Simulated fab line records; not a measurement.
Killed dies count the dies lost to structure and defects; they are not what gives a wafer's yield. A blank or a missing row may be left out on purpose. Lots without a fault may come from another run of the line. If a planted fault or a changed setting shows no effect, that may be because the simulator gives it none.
Split-lot trial ; flow rit cmos ; route with 202 steps; 5 lots, 23 wafers read

== SPLIT DETAILS ==
At RIT_CONTACT_COAT_03 (resist thk 1000 nm), the setting resist thk nm was moved away from the recipe's 1000 nm on 9 of the 23 wafers read, by -5.1% to +2.9%. This setting was run at the recipe's value on the other wafers.

== FROM THE SPLIT TO THE READING: what the file shows between them, 3 steps ==
- RIT_CONTACT_SOFTBAKE_04: time 60 s
- RIT_CONTACT_EXPOSE_05: exposes mask M11, target cd 1000 nm
- RIT_CONTACT_HARDBAKE_10: time 60 s

== THE READING ==
NOVOLAK_of_CONTACT_COAT_03.thk nm (the simulator's own value, which no gauge read), in nm, at RIT_CONTACT_ETCH_11 (etches SiO2 in CHF3/CF4/Ar, stops on TiSi2, target depth 480 nm, time 320 s). The file does not state a usual value for it. Average 767.4 nm, standard deviation 4.9 nm, over the 14 wafers here run with the recipe.

wafer;tool, chamber at the split;resist thk nm as run, nm;against the recipe;NOVOLAK_of_CONTACT_COAT_03.thk nm, nm;against lot-mates on the recipe
L074.2;litho track-01, 0;1029;+2.9%;795;+21.2
L074.3;litho track-01, 0;1000;recipe;778.6;-
L074.4;litho track-01, 0;1029;+2.9%;800;+26.2
L074.5;litho track-01, 0;1029;+2.9%;800.1;+26.3
L074.6;litho track-01, 0;1000;recipe;769;-
L079.1;litho track-03, 0;949.1;-5.1%;726;-46.9
L079.2;litho track-03, 0;949.1;-5.1%;729.5;-43.4
L079.3;litho track-03, 0;949.1;-5.1%;725.7;-47.2
L079.5;litho track-03, 0;1000;recipe;773.7;-
L079.6;litho track-03, 0;1000;recipe;772.1;-
L081.1;litho track-04, 0;1000;recipe;764.1;-
L081.2;litho track-04, 0;1023;+2.3%;784.6;+22.1
L081.4;litho track-04, 0;1023;+2.3%;782.3;+19.8
L081.5;litho track-04, 0;1000;recipe;761;-
L081.6;litho track-04, 0;1023;+2.3%;784.7;+22.2
L082.2;litho track-03, 0;1000;recipe;768.2;-
L082.3;litho track-03, 0;1000;recipe;764.1;-
L082.4;litho track-03, 0;1000;recipe;768.3;-
L082.5;litho track-03, 0;1000;recipe;768.8;-
L082.6;litho track-03, 0;1000;recipe;759.6;-
L085.1;litho track-03, 0;1000;recipe;765.6;-
L085.4;litho track-03, 0;1000;recipe;762.8;-
L085.6;litho track-03, 0;1000;recipe;768.2;-

FIT RESULTS
A straight line over all 23 wafers: NOVOLAK_of_CONTACT_COAT_03.thk nm changes by +8.4 nm for each +1% of resist thk nm; r = +0.97; the points scatter about the line by 5 nm.
The same after taking each lot's own level away (the mean of its wafers on the recipe; 23 wafers): +8.93 nm for each +1%; r = +0.99; scatter 2.8 nm.
The reading moves by 45 nm for the largest change in resist thk nm, on that fit.
Across the lots, their own levels run from 762.55 to 773.80 nm, a range of 2.3 times the standard deviation given above.
The two slopes are in agreement: the lot-to-lot level therefore moves the slope only a little.
Check: with one of the wafers moved furthest among these (-5.1%) left out of the fit, the line predicts -45.1 nm for it against its lot-mates. Against them it came out at -46.9 nm.

== THE WHOLE CHAIN: every reading that the file lists as answering this split, in the file's order ==
step;what it does;reading;change (the file's fit);r (the file's)
RIT_CONTACT_COAT_03;resist thk 1000 nm;NOVOLAK_of_CONTACT_COAT_03.thk nm (the simulator's own value, which no gauge read);+10.1 nm for each +1% of the setting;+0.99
RIT_CONTACT_HARDBAKE_10;time 60 s;NOVOLAK_of_CONTACT_COAT_03.thk nm (the simulator's own value, which no gauge read);+8.85 nm for each +1% of the setting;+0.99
RIT_CONTACT_ETCH_11;etches SiO2 in CHF3/CF4/Ar, stops on TiSi2, target depth 480 nm, time 320 s;NOVOLAK_of_CONTACT_COAT_03.thk nm (the simulator's own value, which no gauge read);+8.92 nm for each +1% of the setting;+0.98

== FILE'S OWN FIT ==
NOVOLAK_of_CONTACT_COAT_03.thk nm changes by +8.92 nm for each +1% of resist thk nm, r = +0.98.
